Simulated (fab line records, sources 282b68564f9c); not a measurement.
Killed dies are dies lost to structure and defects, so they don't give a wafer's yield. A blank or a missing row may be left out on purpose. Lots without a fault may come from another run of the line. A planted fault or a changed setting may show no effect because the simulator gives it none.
Which tool did it? | flow rit_cmos | 7 lots, 21 wafers sampled, at 3 steps of a route of 202

WHAT THE GAUGES READ, wafer by wafer
RIT_SDANNEAL_RS_MEAS_04: measures by four-point-probe.
lot  | measured    | on            | PSD_RS (ohm/sq)
L869 | day 3 17:04 | film_metro-02 | 116.3 116.1 116.2
L871 | day 4 03:52 | film_metro-02 | 116.2 116.0 116.5
L874 | day 4 21:50 | film_metro-01 | 114.7 114.7 114.9 114.8 114.5 114.5
L876 | day 5 05:07 | film_metro-02 | 115.0 114.8 114.7 114.5 114.8 114.5
L885 | day 7 01:31 | film_metro-01 | 116.1 115.8 115.7
L888 | day 7 14:34 | film_metro-03 | 115.9 115.8 115.6
L890 | day 8 01:41 | film_metro-01 | 116.3 115.8 116.3

WHICH TOOL RAN EACH LOT (tool, then ch and the chambers of the sampled wafers, then the start)
lot  | RIT_NWELL_STRIP_09                  | RIT_SDANNEAL_RTA_03
L869 | plasma_asher-04 ch 0,1, day 2 08:27 | rtp_anneal-01 ch 0, day 3 16:59
L871 | plasma_asher-04 ch 0,1, day 2 18:34 | rtp_anneal-01 ch 0, day 4 03:48
L874 | plasma_asher-02 ch 0,1, day 3 14:32 | rtp_anneal-02 ch 0, day 4 21:46
L876 | plasma_asher-01 ch 0,1, day 3 19:58 | rtp_anneal-02 ch 0, day 5 05:04
L885 | plasma_asher-04 ch 0,1, day 5 17:23 | rtp_anneal-01 ch 0, day 7 01:26
L888 | plasma_asher-02 ch 0,1, day 6 07:49 | rtp_anneal-02 ch 0, day 7 14:31
L890 | plasma_asher-02 ch 0,1, day 6 17:02 | rtp_anneal-02 ch 0, day 8 01:37
- RIT_NWELL_STRIP_09: strips in O2, time 180 s.
- RIT_SDANNEAL_RTA_03: time 5 s.

THE ANSWER, worked out from the rows above alone
Rule: what is usual is taken from the lots themselves. Put in order of their means at a reading, lots are off if they are a third of the lots or fewer, leave a main group of 4 or more, and stand apart from it by a gap of 3 or more times the standard deviation of the main group's means; of several such gaps the widest counts. A main group whose means are all the same, to the digits that the tables above print for the reading, isn't used. A lot without any number at a reading at which 4 lots or more have one is off too. The other lots that the step has rows for count as sound.
Off: L874, L876, at RIT_SDANNEAL_RS_MEAS_04 (PSD_RS). The main group: mean 116.0 ohm/sq, standard deviation 0.19.
A tool fits if, at a process step before that reading, it ran every lot that is off, and no sound lot after the first of them. The gauges at RIT_SDANNEAL_RS_MEAS_04 are tried like those tools. None of those tried fits.

WHAT THE SIMULATOR HAD PUT IN
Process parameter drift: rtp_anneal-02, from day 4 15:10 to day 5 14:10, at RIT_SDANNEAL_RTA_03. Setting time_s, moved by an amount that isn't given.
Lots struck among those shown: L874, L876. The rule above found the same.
